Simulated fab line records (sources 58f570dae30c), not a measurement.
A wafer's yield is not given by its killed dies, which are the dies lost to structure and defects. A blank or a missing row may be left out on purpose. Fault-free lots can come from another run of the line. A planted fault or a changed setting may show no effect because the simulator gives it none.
One fault through the eyes of 2 desks + flow berkeley-cmos170 + numbers are kept per desk, each desk with only its own; the story behind them comes last

## FROM THE METROLOGY DESK
Lot by lot, what the gauges showed, no matter which tool ran the lot: averages of those sampled wafers that carry a number. A lot is out of limits, marked OUT, if its mean lies more than 4 standard deviations from the usual mean; the brackets give that distance.
Columns: A = M3_AL_RS at UCB170_M3_RS_MEAS_02, usual 0.032 ohm/sq; B = M3_AL_THK at UCB170_M3_THK_MEAS_03, usual 892 nm
| lot  | first seen here | A                | B   |
|------|-----------------|------------------|-----|
| L798 | day 8 05:04     | 0.032            | 880 |
| L800 | day 8 06:01     | 0.032            | 888 |
| L803 | day 8 14:44     | 0.032            | 900 |
| L802 | day 8 15:35     | 0.032            | 900 |
| L804 | day 9 07:52     | 0.032            | 904 |
| L805 | day 9 08:28     | 0.032            | 893 |
| L807 | day 10 01:26    | 0.032            | 895 |
| L810 | day 10 10:31    | 0.032            | 887 |
| L809 | day 10 11:04    | 0.032            | 872 |
| L808 | day 10 11:26    | 0.032            | 879 |
| L813 | day 10 23:21    | 0.032            | 890 |
| L812 | day 11 06:27    | 0.033            | 881 |
| L817 | day 11 08:29    | 0.031 (-4.3) OUT | 936 |
This desk's finding: out of limits on L817; first on L817, day 11 08:29 (M3_AL_RS at UCB170_M3_RS_MEAS_02). L798, L800, L803, L802, L804, L805, L807, L810, L809, L808, L813, L812: within limits.

## TOOL OWNER'S DESK, pvd-sputter-04
The tool's own readings at UCB170_M3_SPUTTER_01 (material Al, target thk 900 nm, time 120 s): means of the sampled wafers that have a number, for each lot that ran on this tool. A lot is out of limits, marked OUT, if its mean lies more than 4 standard deviations from the usual mean; the brackets give that distance.
Columns: A = throttle-valve-pct at UCB170_M3_SPUTTER_01, usual 30.0 %
| lot  | first seen here | A    |
|------|-----------------|------|
| L803 | day 8 14:38     | 30.3 |
| L804 | day 9 07:44     | 29.8 |
| L807 | day 10 01:19    | 29.7 |
| L810 | day 10 10:20    | 30.6 |
| L808 | day 10 11:20    | 29.8 |
| L813 | day 10 23:16    | 30.3 |
| L817 | day 11 08:24    | 30.2 |
This desk found nothing out of limits on any of the 7 lots.

## BROUGHT TOGETHER
Metrology desk: alarm possible at day 11 08:29 on L817.
The tool owner's desk saw nothing out of limits.
The tool owner's desk has L817 on record, within its limits.
Of the lots named, all ran UCB170_M3_SPUTTER_01 on pvd-sputter-04.

## WHAT HAD BEEN PUT IN BY THE SIMULATOR
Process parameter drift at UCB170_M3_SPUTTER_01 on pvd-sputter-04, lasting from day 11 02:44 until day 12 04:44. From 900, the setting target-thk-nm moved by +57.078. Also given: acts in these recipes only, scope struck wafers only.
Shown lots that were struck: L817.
Per desk, hours elapsed from the start of the fault to the first reading out of limits: for the metrology desk, 6.
